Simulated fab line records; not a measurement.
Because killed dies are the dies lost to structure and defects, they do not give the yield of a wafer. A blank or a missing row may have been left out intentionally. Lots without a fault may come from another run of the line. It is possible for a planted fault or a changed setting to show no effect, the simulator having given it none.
8D (eight disciplines) problem report, filled in by code	flow ritCmos	the parts of the form that need people (team, actions taken, sign-off) are left out

== 1. THE ISSUE ==
At RIT_M1_PROBE_99, killedAtFrontEnd averages 31 over 3 wafers from 2 lots, while fault-free wafers read 7, standard deviation 3.3. Relative to the usual mean, that is a shift of +7.4 standard deviations.
Earliest sighting: wafer L795.2 on prober-02 at day 7 00:01. The record holds 6 wafers of 2 lots with a number at this step. Rule for "out", or "out of limits": more than 4 standard deviations from the usual mean. All remaining wafers that have a number are taken as sound.

== 2. WHAT THIS IS AND IS NOT ==
question	is	is not
which readings at this step	killedAtFrontEnd, killedDies, killedOnRim	killedAtContacts, killedOpen
which lots	L795, L796	-
which wafers of those lots	L795.2, L796.1, L796.3	L795.1, L795.6, L796.6
read on which tools	prober-01, prober-02	-
when	from day 7 00:01	up to then (1 sound wafer); but 2 sound wafers of L795, L796 came after

== 3. THE SUSPECTS, EACH WITH WHAT RULES IT OUT ==
Counting: a tool at a process step up to the reading stays a suspect if it ran every lot that is out. Sound lots after the first of them don't rule it out here, since some wafers of a struck lot are sound.
- plasmaAsher-02 at RIT_NRETRO_STRIP_09 (strips in O2, time 180 s): kept. It ran every lot that is out, first L795 (day 5 19:51).
- Within plasmaAsher-02 at RIT_NRETRO_STRIP_09, the wafers that are out were processed in chamber 1 and their sound lot-mates in chamber 0.
Left after counting: plasmaAsher-02 at RIT_NRETRO_STRIP_09.

== 4. THE CAUSE (what the simulator had put in) ==
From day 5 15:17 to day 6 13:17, plasmaAsher-02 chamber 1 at RIT_NRETRO_STRIP_09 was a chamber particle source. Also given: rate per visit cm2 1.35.
Only this tool survived the counting.

== 5. THE CHAIN OF EFFECTS, in route order ==
Each row: a reading where the mean over the struck wafers with a number is more than 3 standard deviations away from the usual. Readings are gone through only where the record gives a usual standard deviation; hours: the median, over the lots, of the time from a lot's start at the first step in this table giving one to that lot's start at this step; sigmas: the change measured in usual standard deviations.
hours	step	reading	usual	on struck wafers	change	sigmas
0	RIT_M1_PROBE_99	killedAtFrontEnd	7	31	+24	+7.4
0	RIT_M1_PROBE_99	killedDies	7	31	+24	+7.4
0	RIT_M1_PROBE_99	killedOnRim	2.2	10.3	+8.1	+5.8
Process steps it contains:
- RIT_M1_PROBE_99

== 6. HOW IT WOULD HAVE BEEN CAUGHT EARLIER ==
The fault began at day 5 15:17; the first out-of-limits reading in this record came at day 7 00:01, 33 hours later.
No tool reading at RIT_NRETRO_STRIP_09 that has a usual standard deviation in the record was out on any struck wafer, so an alarm limit of 4 standard deviations on those readings would not have fired.
All the lots that are out (2) had begun RIT_NRETRO_STRIP_09 on plasmaAsher-02 by day 7 00:01. A hold on the tool at that time would have spared none of them.
